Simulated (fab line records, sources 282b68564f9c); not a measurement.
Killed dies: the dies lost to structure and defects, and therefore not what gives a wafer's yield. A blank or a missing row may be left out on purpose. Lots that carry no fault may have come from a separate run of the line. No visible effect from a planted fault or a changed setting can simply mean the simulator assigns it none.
A lot that was struck, set against a sound lot || flow rit_cmos || 43 out of 202 route steps
Sound: wafers L322.3, L322.4, L322.5. Wafers L331.2, L331.3, L331.4 were the ones struck. At the end, the cause is stated.
For every step that has rows: the tool of each side, followed by ch and its chambers, followed by its first start. Under that, the readings that differ: sound wafers || struck wafers || difference of the means || sigmas: that difference in standard deviations of wafers without a fault.
alike: a reading whose means differ by less than 2 such deviations, as well as words and numbers matching on both sides. not compared: withheld readings; readings where some wafer has no value; bounds like >300 that might hide an equal value; numbers whose values overlap and for which the record gives no deviation.
The two part at a step that has a row with sigmas, a row that says differs or no value, or rows on one side only. When numbers do not overlap yet have no deviation, they are printed without sigmas and do not part them. A reading that every wafer of one side lacks parts them only if that side has two wafers or more.

first, 3 steps without rows for these wafers: RIT_GATE_EXPOSE_13 (exposes mask M6, target cd 150 nm); RIT_GATE_PEB_14; RIT_GATE_DEVELOP_15 (develop time 50 s).
RIT_GATE_CD_MEAS_16 targets a cd of 150 nm.
  sound on cd_sem-02, day 3 11:32; struck on cd_sem-02, day 5 11:38
  alike: cd_nm
RIT_GATE_OVL_MEAS_17:
  sound on overlay-02, day 3 11:38; struck on overlay-01, day 5 11:44
  alike: GATE_OVL
then, 1 step without rows for these wafers: RIT_GATE_HARDBAKE_18 (time 60 s).
RIT_GATE_ETCH_19: etches poly-Si in SF6/CHF3/O2, stops on SiO2, time 165 s, target depth 312.5 nm.
  sound on rie_si-02 ch 0,3, day 3 11:48; struck on rie_si-01 ch 0,2,3, day 5 11:55
  alike: O2_flow_sccm, drypump_motor_current_A, oes_product_au, throttle_valve_pct
  not compared: rf_hours_counter_h
RIT_GATE_STRIP_20: strips in O2, time 180 s.
  sound on plasma_asher-01 ch 0,1, day 3 11:58; struck on plasma_asher-01 ch 0,1, day 5 12:01
  alike: drypump_motor_current_A
  not compared: rf_hours_counter_h
RIT_GATE_CD_MEAS_90 targets a cd of 150 nm.
  sound on cd_sem-01, day 3 12:07; struck on cd_sem-01, day 5 12:13
  alike: cd_nm
then, 3 steps without rows for these wafers: RIT_REOX_CLEAN_00 (cleans in SC1, time 600 s); RIT_REOX_CLEAN_01 (cleans in dHF, time 30 s); RIT_REOX_CLEAN_02 (cleans in SC2, time 586.1 s).
RIT_REOX_OXIDATION_03: target thk 25.2 nm, ox time 5580 s.
  sound on furnace-03 ch 0, day 3 13:41; struck on furnace-03 ch 0, day 5 13:52
  alike: ox_temp_c, spike_tc_load_C
RIT_REOX_THK_MEAS_04:
  sound on film_metro-01, day 3 16:15; struck on film_metro-01, day 5 16:25
{"reading": "REOX_OXIDE_THK (nm)", "sound": "25.8 26.0 26.0", "struck": "24.6 25.2 24.9", "difference": -1.0, "sigmas": -2}
then, 6 steps without rows for these wafers: RIT_NLDD_HMDS_00 (prime time 60 s); RIT_NLDD_COAT_01 (resist thk 1000 nm); RIT_NLDD_SOFTBAKE_02 (time 60 s); RIT_NLDD_EXPOSE_03 (exposes mask M7, target cd 40700 nm); RIT_NLDD_PEB_04; RIT_NLDD_DEVELOP_05 (develop time 50 s).
RIT_NLDD_OVL_MEAS_06:
  sound on overlay-01, day 3 17:16; struck on overlay-01, day 5 17:19
  alike: NLDD_OVL
then, 2 steps without rows for these wafers: RIT_NLDD_HARDBAKE_07 (time 60 s); RIT_NLDD_IMPLANT_08.
RIT_NLDD_STRIP_09: strips in O2, time 180 s.
  sound on plasma_asher-04 ch 0,1, day 3 17:40; struck on plasma_asher-04 ch 0,1, day 5 17:39
  alike: drypump_motor_current_A
  not compared: rf_hours_counter_h
RIT_NLDD_TW_MEAS_10:
  sound on film_metro-01, day 3 17:47; struck on film_metro-02, day 5 17:50
{"reading": "NLDD_TW", "sound": "2486 2494 2496", "struck": "2528 2529 2539", "difference": "+40", "sigmas": "+3"}
then, 6 steps without rows for these wafers: RIT_PLDD_HMDS_00 (prime time 60 s); RIT_PLDD_COAT_01 (resist thk 1000 nm); RIT_PLDD_SOFTBAKE_02 (time 60 s); RIT_PLDD_EXPOSE_03 (exposes mask M8, target cd 40900 nm); RIT_PLDD_PEB_04; RIT_PLDD_DEVELOP_05 (develop time 50 s).
RIT_PLDD_OVL_MEAS_06:
  sound on overlay-01, day 3 18:41; struck on overlay-01, day 5 18:52
{"reading": "PLDD_OVL (nm)", "sound": "2.9 3.5 4.0", "struck": "0.2 -0.5 0.2", "difference": -3.5, "sigmas": -2}
then, 2 steps without rows for these wafers: RIT_PLDD_HARDBAKE_07 (time 60 s); RIT_PLDD_IMPLANT_08.
RIT_PLDD_STRIP_09: strips in O2, time 180 s.
  sound on plasma_asher-01 ch 0,1, day 3 19:05; struck on plasma_asher-04 ch 0,1, day 5 19:12
  alike: drypump_motor_current_A
  not compared: rf_hours_counter_h
RIT_PLDD_TW_MEAS_10:
  sound on film_metro-01, day 3 19:13; struck on film_metro-04, day 5 19:23
  alike: PLDD_TW
then, 4 steps without rows for these wafers: RIT_SPACER_CLEAN_00 (cleans in SC1, time 600 s); RIT_SPACER_CLEAN_01 (cleans in dHF, time 30 s); RIT_SPACER_CLEAN_02 (cleans in SC2, time 600 s); RIT_SPACER_CVD_03 (deposits Si3N4 from SiH2Cl2/NH3, target thk 250 nm, time 3300 s).
RIT_SPACER_THK_MEAS_04:
  sound on film_metro-03, day 3 21:34; struck on film_metro-03, day 5 21:44
{"reading": "SPACER_NITRIDE_THK (nm)", "sound": "249.3 251.1 249.8", "struck": "254.9 256.9 257.2", "difference": "+6.3", "sigmas": "+3"}
RIT_SPACER_ETCHBACK_05: etches Si3N4 in SF6/CHF3, stops on SiO2, target depth 250 nm, time 240 s.
  sound on rie_diel-04 ch 0,1,3, day 3 21:37; struck on rie_diel-04 ch 2,3, day 5 21:47
  alike: drypump_motor_current_A, oes_product_au, throttle_valve_pct
  not compared: rf_hours_counter_h
RIT_M1_PROBE_99:
  sound on prober-01, day 4 09:09; struck on prober-02, day 6 09:06
{"reading": "killed_at_M0_to_M3", "sound": "0 0 0", "struck": "0 1 0", "difference": "+0", "sigmas": "+3"}
{"reading": "killed_at_front_end", "sound": "9 4 4", "struck": "184 177 181", "difference": "+175", "sigmas": "+55"}
{"reading": "killed_dies", "sound": "9 4 4", "struck": "184 178 181", "difference": "+175", "sigmas": "+55"}
{"reading": "killed_on_rim", "sound": "2 0 2", "struck": "57 52 50", "difference": "+52", "sigmas": "+37"}
  alike: killed_at_contacts, killed_open, killed_short

## WHERE THEY PART
First at RIT_REOX_THK_MEAS_04; last, within this record, at RIT_M1_PROBE_99.

WHY: whatever the simulator had introduced
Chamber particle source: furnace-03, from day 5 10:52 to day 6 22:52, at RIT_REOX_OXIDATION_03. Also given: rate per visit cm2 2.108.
